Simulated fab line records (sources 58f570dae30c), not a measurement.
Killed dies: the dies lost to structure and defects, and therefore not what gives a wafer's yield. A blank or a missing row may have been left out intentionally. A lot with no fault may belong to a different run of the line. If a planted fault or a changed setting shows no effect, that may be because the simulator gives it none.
Split-lot experiment    flow berkeleyCmos170    5 lots, 23 wafers read, on a route of 331 steps

## THE SPLIT ITSELF
At UCB170_PVT_COAT_01 (resist thk 900 nm), the setting resistThkNm was moved away from the recipe's 900 nm on 9 of the 23 wafers read, by +2.5% to +3.5%. The other wafers ran this setting at the recipe's value.

Reading taken at the split's own step.

## THE READING
KrF_of_PVT_COAT_01.thkNm (the simulator's own value, which no gauge read), in nm, at UCB170_PVT_COAT_01 (resist thk 900 nm). The file does not state a usual value for it. Average 900.5 nm, standard deviation 2.7 nm, over the 14 wafers here run with the recipe.

wafer   tool, chamber at the split  resistThkNm as run, nm  against the recipe  KrF_of_PVT_COAT_01.thkNm, nm  against lot-mates on the recipe
L074.1  lithoTrack-02, 0            922.9                   +2.5%               917.4                         +20.6
L074.2  lithoTrack-02, 0            922.9                   +2.5%               919.5                         +22.7
L074.3  lithoTrack-02, 0            900                     recipe              897.8                         -
L074.5  lithoTrack-02, 0            900                     recipe              895.8                         -
L074.6  lithoTrack-02, 0            922.9                   +2.5%               919.8                         +23.0
L076.2  lithoTrack-04, 0            929.2                   +3.2%               935.9                         +30.5
L076.3  lithoTrack-04, 0            929.2                   +3.2%               935.8                         +30.4
L076.4  lithoTrack-04, 0            900                     recipe              904.6                         -
L076.5  lithoTrack-04, 0            929.2                   +3.2%               932.6                         +27.2
L076.6  lithoTrack-04, 0            900                     recipe              906.2                         -
L078.1  lithoTrack-02, 0            900                     recipe              902                           -
L078.2  lithoTrack-02, 0            900                     recipe              902.1                         -
L078.4  lithoTrack-02, 0            900                     recipe              898.7                         -
L078.5  lithoTrack-02, 0            900                     recipe              900.7                         -
L078.6  lithoTrack-02, 0            900                     recipe              900.2                         -
L081.1  lithoTrack-02, 0            931.1                   +3.5%               929.6                         +30.9
L081.2  lithoTrack-02, 0            900                     recipe              901                           -
L081.3  lithoTrack-02, 0            900                     recipe              896.4                         -
L081.5  lithoTrack-02, 0            931.1                   +3.5%               930.3                         +31.6
L081.6  lithoTrack-02, 0            931.1                   +3.5%               926.1                         +27.4
L082.2  lithoTrack-04, 0            900                     recipe              900.6                         -
L082.4  lithoTrack-04, 0            900                     recipe              901.1                         -
L082.6  lithoTrack-04, 0            900                     recipe              900.1                         -

FIT RESULTS
A straight line over all 23 wafers: KrF_of_PVT_COAT_01.thkNm changes by +8.86 nm for each +1% of resistThkNm; r = +0.97; the points scatter about the line by 3.7 nm.
The same after taking each lot's own level away (the mean of its wafers on the recipe; 23 wafers): +8.82 nm for each +1%; r = +0.99; scatter 1.5 nm.
Per that fit: largest resistThkNm move, reading shift of 30 nm.
The span of the lots' own levels, 896.80 to 905.40 nm, comes to 3.1 times the standard deviation stated above.
Consequently the slope shifts little with the lot-to-lot level, the two slopes agreeing.
Check: with one of the wafers moved furthest among these (+3.5%) left out of the fit, the line predicts +30.4 nm for it against its lot-mates. Against them it came out at +30.9 nm.

## FURTHER SPLITS ON THESE WAFERS
Other splits were also applied to these wafers ahead of the reading. Each is held against what the fit with the lots' levels taken away leaves over:
other split on the same wafers         wafers away from the commonest value  r with KrF_of_PVT_COAT_01.thkNm (lot level and that fit taken away)
UCB170_PWELL_CVD_05 timeS              15                                    -0.14
UCB170_WELLDRIVE_OXIDATION_01 oxTimeS  10                                    -0.18
UCB170_ACTIVE_COAT_08 resistThkNm      10                                    -0.06
UCB170_PFIELD_COAT_01 resistThkNm      10                                    -0.49
UCB170_PFIELD_IMPLANT_07 doseCm2       4                                     +0.31
UCB170_SCREENOX_OXIDATION_01 oxTimeS   15                                    +0.15

## THE WHOLE CHAIN: every reading that the file lists as answering this split, in the file's order
step                 what it does       reading                                                                    change (the file's fit)               r (the file's)
UCB170_PVT_COAT_01   resist thk 900 nm  KrF_of_PVT_COAT_01.thkNm (the simulator's own value, which no gauge read)  +8.81 nm for each +1% of the setting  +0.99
UCB170_PVT_STRIP_08  strips in O2       stripTimeToEndpointS                                                       withheld for each +1% of the setting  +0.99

## THE FILE'S OWN FIT
KrF_of_PVT_COAT_01.thkNm changes by +8.81 nm for each +1% of resistThkNm, r = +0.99.
